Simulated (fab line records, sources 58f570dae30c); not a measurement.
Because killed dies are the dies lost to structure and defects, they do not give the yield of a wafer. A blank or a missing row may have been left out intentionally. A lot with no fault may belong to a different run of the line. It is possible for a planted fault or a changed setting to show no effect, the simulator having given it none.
Split-lot study	flow berkeleyCmos170	27 wafers read across 5 lots, on a route 331 steps long

THE SPLIT
At UCB170_V1_ETCH_14 (etches SiO2 in CHF3/CF4/Ar, stops on Al, target depth 1250 nm, time 291 s), the setting timeS was moved away from the recipe's 291 s on 9 of the 27 wafers read, by -15.4% to +35.2%. All remaining wafers had this setting at the recipe value.

The reading comes from the split's own step.

THE READING
V1.featureDepthNm (the simulator's own value, which no gauge read), in nm, at UCB170_V1_ETCH_14 (etches SiO2 in CHF3/CF4/Ar, stops on Al, target depth 1250 nm, time 291 s). There is no usual value for it anywhere in the file. Here, 18 wafers ran the recipe; their average is 1000.0 nm with a standard deviation of 1.4 nm.

wafer	tool, chamber at the split	timeS as run, s	against the recipe	V1.featureDepthNm, nm	against lot-mates on the recipe
L076.1	rieDiel-03, 1	291	recipe	999.3	-
L076.2	rieDiel-03, 3	291	recipe	1001	-
L076.3	rieDiel-03, 2	246.3	-15.4%	997.6	-2.2
L076.4	rieDiel-03, 0	246.3	-15.4%	998.3	-1.5
L076.5	rieDiel-03, 3	291	recipe	999	-
L076.6	rieDiel-03, 2	246.3	-15.4%	1001	+1.2
L077.1	rieDiel-03, 0	291	recipe	999.1	-
L077.2	rieDiel-03, 2	291	recipe	1000	-
L077.3	rieDiel-03, 1	291	recipe	997.9	-
L077.4	rieDiel-03, 3	291	recipe	999.7	-
L077.5	rieDiel-03, 2	291	recipe	1001	-
L077.6	rieDiel-03, 3	291	recipe	999	-
L078.1	rieDiel-01, 3	291	recipe	1001	-
L078.2	rieDiel-01, 2	360.9	+24.0%	1005	+4.8
L078.3	rieDiel-01, 0	360.9	+24.0%	1008	+7.8
L078.4	rieDiel-01, 1	360.9	+24.0%	1005	+4.8
L078.5	rieDiel-01, 0	291	recipe	998.5	-
L078.6	rieDiel-01, 1	291	recipe	1001	-
L083.2	rieDiel-03, 0	291	recipe	1004	-
L083.3	rieDiel-03, 2	291	recipe	1000	-
L083.6	rieDiel-03, 3	291	recipe	1000	-
L084.1	rieDiel-04, 2	291	recipe	999.2	-
L084.2	rieDiel-04, 1	393.3	+35.2%	1009	+9.0
L084.3	rieDiel-04, 0	393.3	+35.2%	1009	+9.0
L084.4	rieDiel-04, 1	291	recipe	1002	-
L084.5	rieDiel-04, 2	393.3	+35.2%	1008	+8.0
L084.6	rieDiel-04, 0	291	recipe	998.9	-

THE FIT
A straight line over all 27 wafers: V1.featureDepthNm changes by +0.216 nm for each +1% of timeS; r = +0.90; the points scatter about the line by 1.6 nm.
The same after taking each lot's own level away (the mean of its wafers on the recipe; 27 wafers): +0.212 nm for each +1%; r = +0.90; scatter 1.5 nm.
On that fit, the largest move of timeS shifts the reading by 7.5 nm.
The lots' own levels span 999.45 to 1001.33 nm, that is 1.3 times the standard deviation above.
Hence the lot-to-lot level has little effect on the slope; both slopes agree.
Check: +7.68 nm against its lot-mates is what the line predicts for one of the wafers moved furthest among these (+35.2%) when that wafer is left out of the fit. Against them it came out at +8.97 nm.

OTHER SPLITS APPLIED TO THESE WAFERS
Before the reading, these wafers also passed through other splits. Each is held against what the fit with the lots' levels taken away leaves over:
other split on the same wafers	wafers away from the commonest value	r with V1.featureDepthNm (lot level and that fit taken away)
UCB170_ACTIVE_DEVELOP_12 developTimeS	6	+0.33
UCB170_SILICIDE_SPUTTER_01 timeS	12	-0.03

THE WHOLE CHAIN: every reading that the file lists as answering this split, in the file's order
step	what it does	reading	change (the file's fit)	r (the file's)
UCB170_V1_ETCH_14	etches SiO2 in CHF3/CF4/Ar, stops on Al, target depth 1250 nm, time 291 s	KrF_of_V1_COAT_07.thkNm (the simulator's own value, which no gauge read)	-2.69 nm for each +1% of the setting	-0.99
UCB170_V1_ETCH_14	etches SiO2 in CHF3/CF4/Ar, stops on Al, target depth 1250 nm, time 291 s	V1.featureDepthNm (the simulator's own value, which no gauge read)	+0.227 nm for each +1% of the setting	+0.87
UCB170_V1_STRIP_15	strips in O2	stripTimeToEndpointS	withheld for each +1% of the setting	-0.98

FILE'S OWN FIT
V1.featureDepthNm changes by +0.227 nm for each +1% of timeS, r = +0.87.
